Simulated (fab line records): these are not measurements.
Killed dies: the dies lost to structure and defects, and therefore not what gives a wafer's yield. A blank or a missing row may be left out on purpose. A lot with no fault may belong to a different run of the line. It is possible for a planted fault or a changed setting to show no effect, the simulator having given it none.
What tool caused it?    flow rit_cmos    13 lots with 39 wafers sampled at 2 steps, on a route of 202 steps

## WHAT THE GAUGES SHOWED, per wafer
No reading from a measuring or inspecting step in the record can be judged against a usual standard deviation.

## EACH LOT AND THE TOOL THAT RAN IT (in order: tool; ch and the chambers of the sampled wafers; start)
lot   RIT_REOX_CLEAN_02               RIT_M1_PROBE_99
L361  wet_bench-01 ch 3, day 2 14:43  -
L362  wet_bench-02 ch 3, day 2 19:49  -
L364  wet_bench-01 ch 0, day 3 04:10  -
L367  wet_bench-02 ch 2, day 4 00:18  -
L368  wet_bench-01 ch 0, day 4 02:09  -
L369  wet_bench-02 ch 1, day 4 08:02  prober-02, day 5 03:37
L370  wet_bench-01 ch 3, day 4 11:15  prober-02, day 5 06:49
L372  wet_bench-01 ch 2, day 4 22:39  prober-02, day 5 17:41
L373  wet_bench-04 ch 0, day 5 05:14  -
L374  wet_bench-01 ch 0, day 5 09:02  -
L375  wet_bench-04 ch 2, day 5 14:05  -
L378  wet_bench-02 ch 0, day 6 04:32  prober-01, day 7 00:28
L381  wet_bench-01 ch 2, day 6 20:20  prober-02, day 7 16:52
- RIT_REOX_CLEAN_02: cleans in SC2, time 600 s.
- RIT_M1_PROBE_99

## WHAT THE TOOLS THEMSELVES READ (means of the sampled wafers that have a number; where no wafer has one, the mark that the record gives instead)
RIT_M1_PROBE_99. Usual: killed_at_M0_to_M3 0.0, standard deviation 0.14; killed_at_contacts 0.1, standard deviation 0.31; killed_at_front_end 7, standard deviation 3.2; killed_dies 7, standard deviation 3.2; killed_open 3.6, standard deviation 1.9; killed_short 3.6, standard deviation 2.
lot   tool       killed_at_M0_to_M3  killed_at_contacts  killed_at_front_end  killed_dies  killed_open  killed_short  flag
L369  prober-02  0.0                 0.0                 5                    5            3.0          2.3           
L370  prober-02  0.0                 0.0                 5                    5            3.0          2.0           
L372  prober-02  0.0                 0.0                 4                    4            3.0          1.0           
L378  prober-01  0.0                 0.3                 8                    8            3.7          4.3           
L381  prober-02  0.0                 0.0                 45                   45           3.7          5.0           OFF

## THE ANSWER, worked out from the rows above alone
Rule: a lot counts as off when the mean over its wafers that have a number is more than 3 standard deviations away from the usual mean. A lot without any number at a reading at which 4 lots or more have one is off too. All remaining lots with rows at the step are treated as sound. The gauges are gone through in route order, then the tools' own readings, and for those a lot's mean is taken as printed above. At the first step where some lot is off, the reading lying furthest off is the one used; lots without a number count as furthest.
Off: L381, at RIT_M1_PROBE_99 (killed_at_front_end). Neither off nor sound, because the step has no rows for them: L361, L362, L364, L367, L368, L373, L374, L375.
A tool fits if, at that step or a process step before it, it ran every lot that is off, and no sound lot after the first of them. Undecided on this evidence; 2 tools fit (wet_bench-01 at RIT_REOX_CLEAN_02, prober-02 at RIT_M1_PROBE_99).

## WHAT THE SIMULATOR HAD PUT IN
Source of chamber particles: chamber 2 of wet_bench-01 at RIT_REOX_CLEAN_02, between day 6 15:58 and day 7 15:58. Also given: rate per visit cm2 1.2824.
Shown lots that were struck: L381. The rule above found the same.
